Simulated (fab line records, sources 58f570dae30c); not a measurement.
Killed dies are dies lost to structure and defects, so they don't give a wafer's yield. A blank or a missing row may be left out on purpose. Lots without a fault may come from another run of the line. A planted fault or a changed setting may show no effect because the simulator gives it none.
A struck lot beside a sound one | flow berkeley_cmos170 | 15 steps out of a route of 331
Sound: wafers L829.2, L829.4, L829.5. Struck: wafer L840.1. (L840.3, L840.5 of the same lot were not struck and are left out.) The cause comes at the end.
At each step with rows: each side's tool, then ch and its chambers, then its first start. Under that, the readings that differ: sound wafers | struck wafers | difference of the means | sigmas: that difference in standard deviations of wafers without a fault.
alike: readings whose means differ by less than 2 such deviations, and words and numbers that are the same on both sides. not compared: withheld readings, readings that some wafer has no value for, bounds like >300 that may hide the same value, and numbers for which the record gives no deviation and whose values overlap.
The two part at a step that has a row with sigmas, a row that says differs or no value, or rows on one side only. Numbers that don't overlap but have no deviation are shown without sigmas and don't part them. A reading that every wafer of one side lacks parts them only if that side has two wafers or more.

first, 3 steps without rows for these wafers: UCB170_NSD_EXPOSE_03 (exposes mask NSELECT MOD, target cd 1200 nm); UCB170_NSD_PEB_04; UCB170_NSD_DEVELOP_05 (develop time 45 s).
UCB170_NSD_CD_MEAS_06: target cd 1200 nm.
  sound on cd_sem-01, day 8 05:30; struck on cd_sem-02, day 10 18:23
  alike: cd_nm
UCB170_NSD_OVL_MEAS_07:
  sound on overlay-02, day 8 05:37; struck on overlay-02, day 10 18:30
  alike: NSD_OVL
then, 1 step without rows for these wafers: UCB170_NSD_IMPLANT_08.
UCB170_NSD_STRIP_09: strips in O2.
  sound on plasma_asher-03 ch 0,1, day 8 05:47; struck on plasma_asher-02 ch 0, day 10 18:41
  alike: drypump_motor_current_A, oes_product_au, strip_time_to_endpoint_s
  not compared: rf_hours_counter_h
UCB170_NSD_TW_MEAS_10:
  sound on film_metro-03, day 8 05:54; struck on film_metro-03, day 10 18:47
  alike: NSD_TW
then, 4 steps without rows for these wafers: UCB170_NSD_CLEAN_11 (cleans in SPM, time 600 s); UCB170_BACKSIDE_HMDS_00 (prime time 60 s); UCB170_BACKSIDE_COAT_01 (resist thk 900 nm); UCB170_BACKSIDE_SOFTBAKE_02 (time 60 s).
UCB170_BACKSIDE_STRIP_03: strips in O2.
  sound on plasma_asher-02 ch 0,1, day 8 06:42; struck on plasma_asher-01 ch 0, day 10 19:58
  reading                      | sound             | struck | difference | sigmas
  oes_product_au (a.u.)        | 0.729 0.733 0.736 | 0.794  | +0.061     | +14
  strip_time_to_endpoint_s (s) | 21.97 21.92 21.99 | 19.89  | -2.07      | -32
  alike: drypump_motor_current_A
  not compared: rf_hours_counter_h
then, 1 step without rows for these wafers: UCB170_BACKSIDE_CLEAN_04 (cleans in SPM, time 600 s).
UCB170_M3_PROBE_99:
  the record has rows for the struck wafers here (prober-01, day 12 00:34) and none for the sound ones

WHERE THEY PART
First at UCB170_BACKSIDE_STRIP_03; last, within this record, at UCB170_M3_PROBE_99.

WHY: what the simulator had put in
Process parameter drift: plasma_asher-01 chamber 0, from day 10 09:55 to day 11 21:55, at UCB170_BACKSIDE_STRIP_03. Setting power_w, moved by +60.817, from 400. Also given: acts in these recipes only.
